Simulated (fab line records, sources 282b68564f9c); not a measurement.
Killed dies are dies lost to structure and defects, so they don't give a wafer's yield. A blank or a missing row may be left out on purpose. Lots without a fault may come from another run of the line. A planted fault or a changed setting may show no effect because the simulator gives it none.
fab line records | flow rit_cmos
record lots=7 wafers=21 last_day=7
route steps=202 shown ACTIVE@1 FOX1@20 FOX2@23 M1@202
lots that met no fault: from a run of the same line without faults
start_h: hours from the record's first day to the start of the lot's first wafer shown | wait_h: hours since the lot's step before | " the same as in the row above | L1.1+2: a row that stands for several wafers | - no value, or no start given | * or withheld: withheld | < > ~ a bound
route shown NAME@n: a module of which the file shows steps, and the number in the route of the first | usual: mean/standard deviation of fault-free wafers | same: alike in all rows | chamber/n: place in a boat | sites: the reading at each site | _std_site: their standard deviation | _edge_site: outer sites' mean less inner sites' | radius_mm: how far each site lies from the wafer's centre | mask NAME#n: copy n | behind: the tool/chamber that last shaped the wafer | hold: why the lot was held/for how many hours/how that ended | device: the transistor (n, p or np) that didn't switch | end of line: the same wafers' tests at the end of the route | a step without rows: its recipe alone | killed: dies lost to structure and defects at the first sort, not the wafer's yield | map: a wafer's dies, x killed, . not, _ none there
set.NAME: the setting as run; set.NAME@STEP: as run at that earlier step | model.NAME: the simulator's own value behind a step, which no gauge read
lots at some steps of the route; a table a step, a row a wafer
services: from which hour (start_h, from the record's first day; less than 0 if before it) a tool's chamber was out of use, for how many hours, and why
## steps
# step RIT_ACTIVE_BOW_MEAS_00
# recipe mode=bow
# usual INCOMING_BOW=0/7.2
# columns lot.wafer tool chamber start_h wait_h INCOMING_BOW[um]
L494.4 film_metro-02 - 10.06 - -1
L494.5 " - " " 3
L494.6 " - " " 0
L497.1 film_metro-02 - 25.00 - 8
L497.4 " - " " 4
L497.5 " - " " 7
L502.1 film_metro-01 - 50.00 - 9
L502.3 " - " " 5
L502.5 " - " " -2
L503.1 film_metro-01 - 55.00 - 4
L503.2 " - " " -4
L503.6 " - " " -5
L504.4 film_metro-02 - 60.06 - 21
L504.5 " - " " 7
L504.6 " - " " 0
L514.1 film_metro-03 - 110.00 - 7
L514.4 " - " " -11
L514.6 " - " " 12
L516.1 film_metro-03 - 120.00 - -5
L516.2 " - " " 6
L516.4 " - " " 9
# step RIT_ACTIVE_OXIDATION_01
# recipe temp_c=1000 ambient=O2 target_thk_a=468 ox_time_s=3360
# usual spike_tc_centre_C=1001.5/1.5 spike_tc_load_C=1027.4/2.3 spike_tc_source_C=1025.6/1.1 tube_center_temp_C=1000/0.093 tube_center_temp_C_max=1002.5/0.42 zone_power_load_pct=36.1/0.68
# columns lot.wafer tool chamber start_h wait_h spike_tc_centre_C spike_tc_load_C spike_tc_source_C tube_center_temp_C tube_center_temp_C_max zone_power_load_pct model.SiO2_of_ACTIVE_OXIDATION_01.thk_nm
L494.4 furnace-01 0 10.46 0.4 999.3 1025.8 1027.2 1000.2 1002.6 37.6 47.38
L494.5 " 0 " " 999.5 1027.4 1026.0 999.98 1002.6 37.2 47.44
L494.6 " 0 " " 999.8 1028.1 1025.4 1000.1 1002.4 37.0 46.66
L497.1 furnace-03 0 25.76 0.7 1001.4 1029.6 1025.6 1000.1 1002.7 35.8 47.25
L497.4 " 0 " " 1001.8 1031.0 1028.0 999.98 1002.8 35.6 46.79
L497.5 " 0 " " 1001.1 1029.7 1026.0 999.85 1002.6 35.9 47.45
L502.1 furnace-01 0 53.85 3.8 954.5 981.9 978.4 955.49 958.0 33.6 30.8
L502.3 " 0 " " 955.5 981.7 979.3 955.31 957.8 32.7 30.49
L502.5 " 0 " " 954.6 981.1 980.0 955.67 958.3 33.3 32.16
L503.1 furnace-01 0 56.03 1.0 955.9 981.7 981.9 955.52 957.8 34.0 30.48
L503.2 " 0 " " 956.6 983.0 982.0 955.44 957.9 33.6 30.59
L503.6 " 0 " " 956.3 983.8 978.8 955.61 958.8 32.3 30.31
L504.4 furnace-01 0 61.67 1.6 955.5 982.3 979.8 955.45 958.0 32.9 31.1
L504.5 " 0 " " 956.1 982.5 982.4 955.51 958.0 34.0 31.87
L504.6 " 0 " " 954.6 981.9 977.8 955.49 958.4 33.0 31.65
L514.1 furnace-04 0 110.12 0.1 1002.8 1024.8 1025.8 999.86 1002.8 35.5 46.29
L514.4 " 0 " " 1003.2 1024.9 1025.6 999.86 1002.8 36.2 45.35
L514.6 " 0 " " 1003.2 1025.2 1025.4 999.91 1002.5 36.0 45.47
L516.1 furnace-03 0 122.23 2.2 1001.5 1031.4 1024.2 1000.1 1002.4 35.4 46.61
L516.2 " 0 " " 1002.2 1030.8 1024.5 999.92 1002.4 36.0 47.5
L516.4 " 0 " " 1001.8 1030.7 1027.7 1000.1 1002.0 35.4 46.8
# step RIT_ACTIVE_THK_MEAS_02
# recipe reads=SiO2_of_ACTIVE_OXIDATION_01
# usual ACTIVE_OXIDE_THK=46.5/0.72
# columns lot.wafer tool chamber start_h wait_h ACTIVE_OXIDE_THK[nm]
L494.4 film_metro-03 - 12.42 0.0 47.4
L494.5 " - " " 47.4
L494.6 " - " " 46.7
L497.1 film_metro-02 - 27.69 0.0 47.2
L497.4 " - " " 46.7
L497.5 " - " " 47.5
L502.1 film_metro-02 - 55.78 0.0 30.8
L502.3 " - " " 30.5
L502.5 " - " " 32.2
L503.1 film_metro-01 - 57.96 0.0 30.5
L503.2 " - " " 30.6
L503.6 " - " " 30.4
L504.4 film_metro-01 - 63.63 0.0 31.1
L504.5 " - " " 31.9
L504.6 " - " " 31.6
L514.1 film_metro-01 - 112.05 0.0 46.3
L514.4 " - " " 45.4
L514.6 " - " " 45.4
L516.1 film_metro-02 - 124.16 0.0 46.6
L516.2 " - " " 47.5
L516.4 " - " " 46.8
# step RIT_ACTIVE_CVD_03
# recipe material=Si3N4 target_thk_nm=150 temp_c=810 precursor=SiH2Cl2/NH3 time_s=1500 pressure_mtorr=300 sih2cl2_flow_sccm=60 nh3_flow_sccm=150
# step RIT_ACTIVE_THK_MEAS_04
# recipe reads=Si3N4_of_ACTIVE_CVD_03
# usual ACTIVE_NITRIDE_THK=150.1/1.5
# columns lot.wafer tool chamber start_h wait_h ACTIVE_NITRIDE_THK[nm]
L494.4 film_metro-02 - 14.07 0.0 148.6
L494.5 " - " " 148.5
L494.6 " - " " 148.6
L497.1 film_metro-01 - 29.17 0.0 151.7
L497.4 " - " " 150.8
L497.5 " - " " 152.1
L502.1 film_metro-02 - 57.97 0.0 149.6
L502.3 " - " " 150.1
L502.5 " - " " 149.1
L503.1 film_metro-01 - 59.44 0.0 152.0
L503.2 " - " " 151.9
L503.6 " - " " 150.2
L504.4 film_metro-03 - 65.63 0.0 147.9
L504.5 " - " " 149.3
L504.6 " - " " 147.9
L514.1 film_metro-03 - 114.22 0.0 151.0
L514.4 " - " " 153.1
L514.6 " - " " 151.9
L516.1 film_metro-02 - 125.64 0.0 151.8
L516.2 " - " " 151.6
L516.4 " - " " 151.6
# step RIT_ACTIVE_HMDS_05
# recipe prime_time_s=60 prime_temp_c=140
# step RIT_ACTIVE_COAT_06
# recipe resist=NOVOLAK spin_rpm=3250 resist_thk_nm=1000
# step RIT_ACTIVE_SOFTBAKE_07
# recipe resist=NOVOLAK temp_c=90 time_s=60
# step RIT_ACTIVE_EXPOSE_08
# recipe mask_id=M1 na=0.6 source_shape=conventional sigma_outer=0.6 target_cd_nm=1400 dose_mj=225
# step RIT_ACTIVE_PEB_09
# recipe resist=NOVOLAK temp_c=withheld time_s=withheld
# step RIT_ACTIVE_DEVELOP_10
# recipe resist=NOVOLAK develop_time_s=50 dev_temp_c=23
# step RIT_ACTIVE_CD_MEAS_11
# recipe target_cd_nm=1400
# usual cd_nm=1400.1/2.6
# columns lot.wafer tool chamber start_h wait_h cd_nm
L494.4 cd_sem-01 - 15.13 - 1400.5
L494.5 " - " " 1401.5
L494.6 " - " " 1401.4
L497.1 cd_sem-02 - 30.20 - 1398.7
L497.4 " - " " 1399.4
L497.5 " - " " 1399.0
L502.1 cd_sem-02 - 58.88 - 1403.9
L502.3 " - " " 1404.1
L502.5 " - " " 1404.0
L503.1 cd_sem-01 - 60.41 - 1397.0
L503.2 " - " " 1395.3
L503.6 " - " " 1395.4
L504.4 cd_sem-01 - 66.70 - 1398.5
L504.5 " - " " 1398.9
L504.6 " - " " 1397.9
L514.1 cd_sem-02 - 115.29 - 1399.0
L514.4 " - " " 1397.6
L514.6 " - " " 1397.9
L516.1 cd_sem-02 - 126.55 - 1406.8
L516.2 " - " " 1403.7
L516.4 " - " " 1403.5
# step RIT_ACTIVE_HARDBAKE_12
# recipe resist=NOVOLAK temp_c=140 time_s=60
# step RIT_ACTIVE_ETCH_13
# recipe stop_on=SiO2 chemistry=SF6 target=Si3N4 time_s=210 over_etch_frac=0.4 SF6_flow_sccm=200 pressure_mtorr=260 rf_w=125 target_depth_a=2100
# usual drypump_motor_current_A=5.9/0.41 oes_product_au=0.818/0.012 rf_fwd_power_W=124.6/0.43 throttle_valve_pct=7.50/0.13
# columns lot.wafer tool chamber start_h wait_h drypump_motor_current_A oes_product_au rf_fwd_power_W rf_hours_counter_h throttle_valve_pct
L494.4 rie_diel-04 3 15.35 0.1 6.5 0.838 124.4 132 7.52
L494.5 " 0 " " 5.5 0.822 124.6 - 7.61
L494.6 " 1 " " 5.9 0.815 125.0 - 7.44
L497.1 rie_diel-04 0 30.47 0.1 5.5 0.827 124.1 151 7.61
L497.4 " 2 " " 5.6 0.802 125.0 142 7.52
L497.5 " 1 " " 5.9 0.816 124.6 - 7.45
L502.1 rie_diel-01 3 59.15 0.1 6.0 0.822 124.6 143 7.56
L502.3 " 0 " " 6.4 0.823 124.7 91 7.25
L502.5 " 3 " " 6.0 0.820 125.4 - 7.57
L503.1 rie_diel-04 2 60.68 0.1 5.6 0.810 124.6 143 7.54
L503.2 " 1 " " 5.9 0.826 124.6 39 7.45
L503.6 " 1 " " 5.9 0.822 124.5 - 7.44
L504.4 rie_diel-01 0 66.91 0.1 6.3 0.817 123.9 91 7.26
L504.5 " 2 " " 5.6 0.803 124.6 - 7.72
L504.6 " 3 " " 6.0 0.808 124.0 - 7.56
L514.1 rie_diel-02 0 115.56 0.1 5.8 0.816 124.4 76 7.68
L514.4 " 2 " " 6.7 0.810 124.9 - 7.39
L514.6 " 3 " " 5.1 0.846 124.7 - 7.43
L516.1 rie_diel-04 0 126.82 0.1 5.5 0.816 124.3 153 7.62
L516.2 " 2 " " 5.6 0.807 124.2 144 7.51
L516.4 " 1 " " 5.9 0.821 124.2 40 7.45
# step RIT_ACTIVE_STRIP_14
# recipe chemistry=O2 time_s=180 resist=NOVOLAK platen_temp_c=withheld power_w=500 pressure_mtorr=4000 o2_flow_sccm=4000
# usual drypump_motor_current_A=5.9/0.31
# columns lot.wafer tool chamber start_h wait_h drypump_motor_current_A rf_hours_counter_h
L494.4 plasma_asher-04 1 15.55 0.1 5.6 -
L494.5 " 0 " " 6.3 -
L494.6 " 1 " " 5.6 -
L497.1 plasma_asher-03 0 30.60 0.1 6.0 42
L497.4 " 1 " " 6.3 -
L497.5 " 1 " " 6.3 -
L502.1 plasma_asher-01 0 59.28 0.1 5.6 37
L502.3 " 0 " " 5.6 -
L502.5 " 1 " " 6.1 -
L503.1 plasma_asher-01 0 60.81 0.1 5.6 37
L503.2 " 1 " " 6.1 37
L503.6 " 0 " " 5.6 -
L504.4 plasma_asher-03 1 67.10 0.1 6.3 -
L504.5 " 1 " " 6.3 -
L504.6 " 0 " " 6.0 -
L514.1 plasma_asher-04 0 115.69 0.1 6.3 32
L514.4 " 0 " " 6.3 -
L514.6 " 0 " " 6.3 -
L516.1 plasma_asher-04 1 126.95 0.1 5.6 34
L516.2 " 0 " " 6.3 34
L516.4 " 0 " " 6.3 -
# step RIT_ACTIVE_CD_MEAS_90
# recipe target_cd_nm=1400
# usual cd_nm=1400.2/2.6
# columns lot.wafer tool chamber start_h wait_h cd_nm
L494.4 cd_sem-01 - 15.72 0.1 1400.9
L494.5 " - " " 1401.2
L494.6 " - " " 1401.9
L497.1 cd_sem-01 - 30.78 0.1 1398.8
L497.4 " - " " 1399.9
L497.5 " - " " 1398.9
L502.1 cd_sem-01 - 59.45 0.1 1404.1
L502.3 " - " " 1404.2
L502.5 " - " " 1404.0
L503.1 cd_sem-02 - 60.99 0.1 1397.1
L503.2 " - " " 1395.3
L503.6 " - " " 1395.2
L504.4 cd_sem-01 - 67.28 0.1 1398.8
L504.5 " - " " 1399.2
L504.6 " - " " 1398.3
L514.1 cd_sem-01 - 115.87 0.1 1398.7
L514.4 " - " " 1397.6
L514.6 " - " " 1398.0
L516.1 cd_sem-01 - 127.13 0.1 1406.6
L516.2 " - " " 1403.5
L516.4 " - " " 1403.4
# step RIT_ACTIVE_CLEAN_15
# recipe chemistry=SC1 mix=3:3:50 time_s=600 temp_c=75
# step RIT_ACTIVE_CLEAN_16
# recipe chemistry=dHF dilution=50:1 time_s=30
# step RIT_ACTIVE_CLEAN_17
# recipe chemistry=SC2 mix=3:3:50 time_s=600 temp_c=75 dry=n2_spin
# step RIT_FOX1_OXIDATION_00
# recipe temp_c=1100 ambient=H2O target_thk_a=3507 p_h2o_torr=720 ox_time_s=1130
# step RIT_FOX1_THK_MEAS_01
# recipe reads=SiO2_of_FOX1_OXIDATION_00
# usual FOX1_OXIDE_THK=349/5.7
# columns lot.wafer tool chamber start_h wait_h FOX1_OXIDE_THK[nm]
L494.4 film_metro-02 - 18.72 0.0 334
L494.5 " - " " 337
L494.6 " - " " 342
L497.1 film_metro-04 - 32.58 0.0 358
L497.4 " - " " 349
L497.5 " - " " 344
L502.1 film_metro-04 - 61.67 0.0 341
L502.3 " - " " 346
L502.5 " - " " 343
L503.1 film_metro-03 - 63.82 0.0 354
L503.2 " - " " 359
L503.6 " - " " 358
L504.4 film_metro-03 - 69.64 0.0 346
L504.5 " - " " 344
L504.6 " - " " 348
L514.1 film_metro-04 - 118.27 0.0 346
L514.4 " - " " 348
L514.6 " - " " 347
L516.1 film_metro-02 - 129.53 0.0 361
L516.2 " - " " 350
L516.4 " - " " 354
# step RIT_FOX1_WET_ETCH_02
# recipe chemistry=BOE target_depth_nm=350 time_s=390 temp_c=21.5 dry=n2_spin dilution=10:1 target=SiO2
# step RIT_FOX2_OXIDATION_00
# recipe temp_c=1100 ambient=H2O target_thk_a=3507 p_h2o_torr=720 ox_time_s=1130
# step RIT_FOX2_THK_MEAS_01
# recipe reads=SiO2_of_FOX2_OXIDATION_00
# usual FOX2_OXIDE_THK=349/6.5
# columns lot.wafer tool chamber start_h wait_h FOX2_OXIDE_THK[nm]
L494.4 film_metro-04 - 20.70 0.0 351
L494.5 " - " " 354
L494.6 " - " " 353
L497.1 film_metro-04 - 34.07 0.0 350
L497.4 " - " " 344
L497.5 " - " " 347
L502.1 film_metro-04 - 64.69 0.0 341
L502.3 " - " " 345
L502.5 " - " " 344
L503.1 film_metro-04 - 65.31 0.0 342
L503.2 " - " " 347
L503.6 " - " " 352
L504.4 film_metro-01 - 73.43 0.0 360
L504.5 " - " " 359
L504.6 " - " " 361
L514.1 film_metro-02 - 122.23 0.0 346
L514.4 " - " " 351
L514.6 " - " " 352
L516.1 film_metro-01 - 131.14 0.0 352
L516.2 " - " " 359
L516.4 " - " " 354
# step RIT_FOX2_CLEAN_02
# recipe chemistry=dHF dilution=50:1 time_s=180
# step RIT_FOX2_WET_ETCH_03
# recipe chemistry=H3PO4 target=Si3N4 target_depth_nm=195 temp_c=165 time_s=2700
# columns lot.wafer tool chamber start_h wait_h model.SiO2_of_ACTIVE_OXIDATION_01.thk_nm
L494.4 wet_bench-02 2 20.80 0.0 41.89
L494.5 " 2 " " 41.61
L494.6 " 2 " " 41.57
L497.1 wet_bench-02 3 34.25 0.0 41.45
L497.4 " 3 " " 41.69
L497.5 " 3 " " 42.28
L502.1 wet_bench-03 2 64.80 0.0 27.5
L502.3 " 2 " " 27.24
L502.5 " 2 " " 28.7
L503.1 wet_bench-01 0 65.43 0.0 27.06
L503.2 " 0 " " 27.15
L503.6 " 0 " " 26.93
L504.4 wet_bench-01 3 73.51 0.0 27.52
L504.5 " 3 " " 28.2
L504.6 " 3 " " 27.97
L514.1 wet_bench-03 1 122.35 0.0 41.23
L514.4 " 1 " " 40.39
L514.6 " 1 " " 40.52
L516.1 wet_bench-01 3 131.31 0.0 40.81
L516.2 " 3 " " 42.25
L516.4 " 3 " " 41.65
# step RIT_FOX2_THK_MEAS_90
# recipe reads=SiO2_of_FOX2_OXIDATION_00
# usual FIELD_OXIDE_LEFT_1_THK=322/6.5
# columns lot.wafer tool chamber start_h wait_h FIELD_OXIDE_LEFT_1_THK[nm]
L494.4 film_metro-01 - 21.65 0.0 324
L494.5 " - " " 327
L494.6 " - " " 325
L497.1 film_metro-01 - 35.00 0.0 323
L497.4 " - " " 317
L497.5 " - " " 319
L503.1 film_metro-04 - 66.19 0.0 314
L503.2 " - " " 320
L503.6 " - " " 324
L502.1 film_metro-02 - 66.32 0.0 314
L502.3 " - " " 318
L502.5 " - " " 317
L504.4 film_metro-01 - 74.30 0.0 333
L504.5 " - " " 331
L504.6 " - " " 333
L514.1 film_metro-04 - 123.87 0.0 319
L514.4 " - " " 324
L514.6 " - " " 325
L516.1 film_metro-01 - 132.07 0.0 324
L516.2 " - " " 331
L516.4 " - " " 327
# step RIT_M1_PROBE_99
# usual killed_at_M0_to_M3=0.0/0.083 killed_at_front_end=7/3 killed_dies=7/3 killed_open=3.2/1.9 killed_short=3.6/2.2
# same gross_dies=264 killed_at_M4_up=0 killed_at_back_side=0 killed_at_contacts=0 killed_at_other=0
# columns lot.wafer tool chamber start_h wait_h killed_at_M0_to_M3 killed_at_front_end killed_dies killed_open killed_short model.etest.nldd.width_nm model.etest.pldd.width_nm model.etest.nplus_sal.width_nm model.etest.pplus_sal.width_nm model.etest.nmos_0p3.r_on_ohm_um model.etest.nmos_narrow.drive_ua_um model.etest.pmos_narrow.drive_ua_um model.etest.nmos_0p3.drive_ua_um
L494.4 prober-02 - 62.01 0.2 0 11 11 6 5 3171 3193 3459 3462 2102 236.9 105.4 235.1
L494.5 prober-02 - 62.06 0.2 0 7 7 5 2 3168 3180 3456 3454 2105 241.6 106.7 237.9
L494.6 prober-02 - 62.11 0.2 0 2 2 0 2 3205 3197 3478 3465 2099 236.3 105.9 234.4
L497.1 prober-01 - 78.97 0.1 0 12 12 3 9 3171 3164 3419 3440 2195 217.7 98.58 219.6
L497.4 prober-01 - 79.12 0.2 0 7 7 3 4 3189 3189 3449 3445 2169 220.2 101.5 218.3
L497.5 prober-01 - 79.17 0.2 0 6 6 1 5 3168 3169 3447 3456 2212 217 98.41 216.7
L503.1 prober-02 - 106.48 0.1 0 4 4 1 3 3302 3320 3538 3530 2089 264.9 121.9 233.7
L503.2 prober-02 - 106.53 0.1 0 8 8 2 6 3320 3284 3541 3531 2161 255.9 116 228.3
L503.6 prober-02 - 106.73 0.2 0 5 5 3 2 3307 3309 3559 3514 2128 258 118.7 231.4
L502.1 prober-01 - 107.98 0.1 0 6 6 0 6 3316 3328 3559 3552 2036 271.9 120.6 240.4
L502.3 prober-01 - 108.08 0.2 0 7 7 3 4 3311 3321 3555 3559 2068 269.9 119.6 238.6
L502.5 prober-01 - 108.18 0.2 0 7 7 1 6 3303 3288 3548 3530 2083 260.2 115.5 232.1
L504.4 prober-02 - 115.20 0.2 0 2 2 0 2 3313 3312 3545 3530 2037 277.4 119.8 250.4
L504.5 prober-02 - 115.25 0.2 1 2 3 1 2 3301 3307 3545 3534 2053 262.4 117 240
L504.6 prober-02 - 115.30 0.2 0 3 3 2 1 3286 3301 3510 3527 2022 273.8 119.6 248.7
L514.1 prober-02 - 164.41 0.1 0 2 2 1 1 3193 3188 3458 3466 2187 226.2 103.3 223.8
L514.4 prober-02 - 164.56 0.2 0 3 3 2 1 3202 3193 3443 3454 2123 230.3 106.8 227.3
L514.6 prober-02 - 164.66 0.2 0 8 8 7 1 3201 3182 3457 3460 2147 229.5 106.1 225.9
L516.1 prober-02 - 172.72 0.1 0 6 6 5 1 3165 3161 3439 3453 2158 223.5 101.3 225.7
L516.2 prober-02 - 172.77 0.1 0 4 4 3 1 3157 3163 3432 3436 2149 221.8 100.1 223.5
L516.4 prober-02 - 172.87 0.2 0 4 4 2 2 3173 3167 3443 3445 2149 227.3 103.3 229.9
# killed by level:class
L494.4 GATE:geometric_particle:short=3 REOX:geometric_particle:open=3 REOX:geometric_particle:short=2 SILICIDE:geometric_particle:open=2 FOX2:geometric_particle:open=1
L494.5 GATE:geometric_particle:open=2 REOX:geometric_particle:open=2 GATE:geometric_particle:short=1 SPACER:geometric_particle:open=1 SILICIDE:geometric_particle:short=1
L494.6 REOX:geometric_particle:short=1 SILICIDE:geometric_particle:short=1
L497.1 GATE:geometric_particle:short=6 REOX:geometric_particle:short=2 FOX2:geometric_particle:open=1 GATE:geometric_particle:open=1 SPACER:geometric_particle:open=1 SPACER:geometric_particle:short=1
L497.4 GATE:geometric_particle:short=4 GATE:geometric_particle:open=2 SILICIDE:geometric_particle:open=1
L497.5 GATE:geometric_particle:short=2 SPACER:geometric_particle:short=2 FOX2:geometric_particle:open=1 SILICIDE:geometric_particle:short=1
L503.1 GATE:geometric_particle:short=2 GATE:geometric_particle:open=1 SILICIDE:geometric_particle:short=1
L503.2 GATE:geometric_particle:short=3 FOX1:geometric_particle:short=2 FOX2:geometric_particle:short=1 FOX2:geometric_particle:open=1 SILICIDE:geometric_particle:open=1
L503.6 FOX1:geometric_particle:open=1 GATE:geometric_particle:open=1 GATE:geometric_particle:short=1 REOX:geometric_particle:short=1 REOX:geometric_particle:open=1
L502.1 GATE:geometric_particle:short=4 FOX1:geometric_particle:short=2
L502.3 FOX1:geometric_particle:open=2 GATE:geometric_particle:short=2 FOX1:geometric_particle:short=1 SPACER:geometric_particle:open=1 SILICIDE:geometric_particle:short=1
L502.5 GATE:geometric_particle:short=3 FOX1:geometric_particle:short=1 GATE:geometric_particle:open=1 SPACER:geometric_particle:short=1 SILICIDE:geometric_particle:short=1
L504.4 GATE:geometric_particle:short=2
L504.5 GATE:geometric_particle:open=1 SPACER:geometric_particle:short=1 M1:geometric_particle:short=1
L504.6 GATE:geometric_particle:short=1 GATE:geometric_particle:open=1 SILICIDE:geometric_particle:open=1
L514.1 GATE:geometric_particle:short=1 REOX:geometric_particle:open=1
L514.4 GATE:geometric_particle:short=1 GATE:geometric_particle:open=1 SPACER:geometric_particle:open=1
L514.6 SILICIDE:geometric_particle:open=3 GATE:geometric_particle:open=2 FOX1:geometric_particle:open=1 FOX1:geometric_particle:short=1 REOX:geometric_particle:open=1
L516.1 GATE:geometric_particle:open=3 FOX2:geometric_particle:open=2 GATE:geometric_particle:short=1
L516.2 FOX1:geometric_particle:open=1 GATE:geometric_particle:short=1 GATE:geometric_particle:open=1 REOX:geometric_particle:open=1
L516.4 FOX1:geometric_particle:open=1 FOX1:geometric_particle:short=1 GATE:geometric_particle:short=1 GATE:geometric_particle:open=1
## services
# columns tool chamber start_h hours kind
rie_diel-04 2 -10.07 2.4 repair
plasma_asher-01 - -7.73 12.9 repair
rie_diel-04 3 -1.96 2.0 repair
rie_diel-01 - 0.02 2.8 pm
wet_bench-02 - 9.06 4.2 repair
furnace-04 - 13.65 3.2 pm
furnace-03 - 14.81 4.5 pm
rie_diel-01 - 24.03 0.5 repair
rie_diel-01 3 24.16 2.7 repair
rie_diel-04 3 43.88 1.8 repair
furnace-04 - 44.90 3.0 pm
rie_diel-02 1 50.83 7.6 repair
rie_diel-01 2 54.92 3.1 repair
plasma_asher-04 - 84.26 1.3 repair
plasma_asher-04 - 103.48 2.8 pm
rie_diel-02 3 105.16 7.2 repair
plasma_asher-01 - 108.75 9.0 pm
plasma_asher-01 0 108.75 9.0 vent_cycle
plasma_asher-01 1 108.75 9.0 vent_cycle
rie_diel-02 1 109.64 7.4 repair
plasma_asher-01 0 117.75 - clean
plasma_asher-01 1 117.75 - clean
## key
first_sign step=RIT_ACTIVE_OXIDATION_01 reading=tube_center_temp_C direction=down sigmas=99+ usual=* struck=*
effect step=RIT_ACTIVE_OXIDATION_01 reading=tube_center_temp_C_max direction=down sigmas=99+ usual=* struck=*
effect step=RIT_ACTIVE_THK_MEAS_02 reading=ACTIVE_OXIDE_THK direction=down sigmas=21 usual=46.5 struck=31.1
model_effect step=RIT_ACTIVE_OXIDATION_01 value=SiO2_of_ACTIVE_OXIDATION_01.thk_nm without=46.22 struck=31.05
model_effect step=RIT_FOX2_WET_ETCH_03 value=SiO2_of_ACTIVE_OXIDATION_01.thk_nm without=41.07 struck=27.59
model_effect step=RIT_M1_PROBE_99 value=etest.nldd.width_nm without=3185 struck=3307
met_at RIT_ACTIVE_OXIDATION_01
struck_wafers L502.1,L502.3,L502.5,L503.1,L503.2,L503.6,L504.4,L504.5,L504.6
tester_left_out L502,L503,L504
onset_between 10.46 53.85
fault kind=process_parameter_drift tool=furnace-01 chamber=- onset_h=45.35 steps=RIT_ACTIVE_OXIDATION_01 channel=temp_c offset=* shape=step end_h=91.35 acts_in=* stated=*
# tester_left_out: of these lots the tester's yield and bins aren't shown, on N5 and GAA mostly nor the transistor test; their killed dies are dies lost to structure and defects alone, not to doping, threshold or leakage, so they don't give the yield
